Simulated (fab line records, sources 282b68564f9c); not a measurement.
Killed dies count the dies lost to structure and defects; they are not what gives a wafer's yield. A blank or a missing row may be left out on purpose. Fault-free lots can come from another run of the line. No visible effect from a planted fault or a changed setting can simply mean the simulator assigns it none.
A struck lot beside a sound one | flow rit-cmos | 14 out of 202 route steps
Sound: wafers L131.1, L131.2, L131.4. Wafers struck: L128.1, L128.3, L128.4. At the end, the cause is stated.
For every step that has rows: the tool of each side, followed by ch and its chambers, followed by its first start. Under that, the readings that differ: sound wafers | struck wafers | difference of the means | sigmas: that difference in standard deviations of wafers without a fault.
alike: readings with means less than 2 such deviations apart, plus words and numbers identical on both sides. not compared: withheld readings, readings lacking a value on some wafer, bounds such as >300 that could conceal the same value, and numbers that have no deviation in the record and whose values overlap.
The two part at a step that has a row with sigmas, a row that says differs or no value, or rows on one side only. When numbers do not overlap yet have no deviation, they are printed without sigmas and do not part them. Lack of a reading on every wafer of one side parts them only where that side has two or more wafers.

first, 2 steps without rows for these wafers: RIT_NWELL_PEB_04; RIT_NWELL_DEVELOP_05 (develop time 68 s).
RIT_NWELL_OVL_MEAS_06:
  sound on overlay-01 at day 4 19:25; struck on overlay-02 at day 4 03:19
  alike: NWELL_OVL
then, 2 steps without rows for these wafers: RIT_NWELL_HARDBAKE_07 (time 120 s); RIT_NWELL_IMPLANT_08.
RIT_NWELL_STRIP_09: strips in O2, time 180 s.
  sound on plasma-asher-03 ch 0,1, day 4 19:51; struck on plasma-asher-01 ch 0,1, day 4 03:45
  alike: chamber-pressure-mTorr, drypump-motor-current-A
  not compared: rf-hours-counter-h
RIT_NWELL_TW_MEAS_10:
  sound on film-metro-04 at day 4 20:02; struck on film-metro-03 at day 4 03:56
  alike: NWELL_TW
then, 5 steps without rows for these wafers: RIT_PWELL_HMDS_00 (prime time 60 s); RIT_PWELL_COAT_01 (resist thk 1300 nm); RIT_PWELL_SOFTBAKE_02 (time 60 s); RIT_PWELL_EXPOSE_03 (exposes mask M3, target cd 43700 nm); RIT_PWELL_PEB_04.
RIT_PWELL_DEVELOP_05: develop time 68 s.
  sound on litho-track-02 ch 0, day 4 20:00; struck on litho-track-03, day 4 04:00
  no value came back on the struck wafers for chill-plate-temp-C (C), develop-time-s (s), exhaust-pa (Pa); on the sound wafers chill-plate-temp-C (C) reads 23.04 22.91 22.99
RIT_PWELL_OVL_MEAS_06:
  sound on overlay-02 at day 4 20:58; struck on overlay-01 at day 4 04:52
  reading        | sound        | struck | difference                    | sigmas
  PWELL_OVL (nm) | 2.0 -2.3 0.5 | - - -  | no value on the struck wafers |

== WHERE THEY PART ==
First at RIT_PWELL_DEVELOP_05; last, within this record, at RIT_PWELL_OVL_MEAS_06.

WHY: the cause the simulator had injected
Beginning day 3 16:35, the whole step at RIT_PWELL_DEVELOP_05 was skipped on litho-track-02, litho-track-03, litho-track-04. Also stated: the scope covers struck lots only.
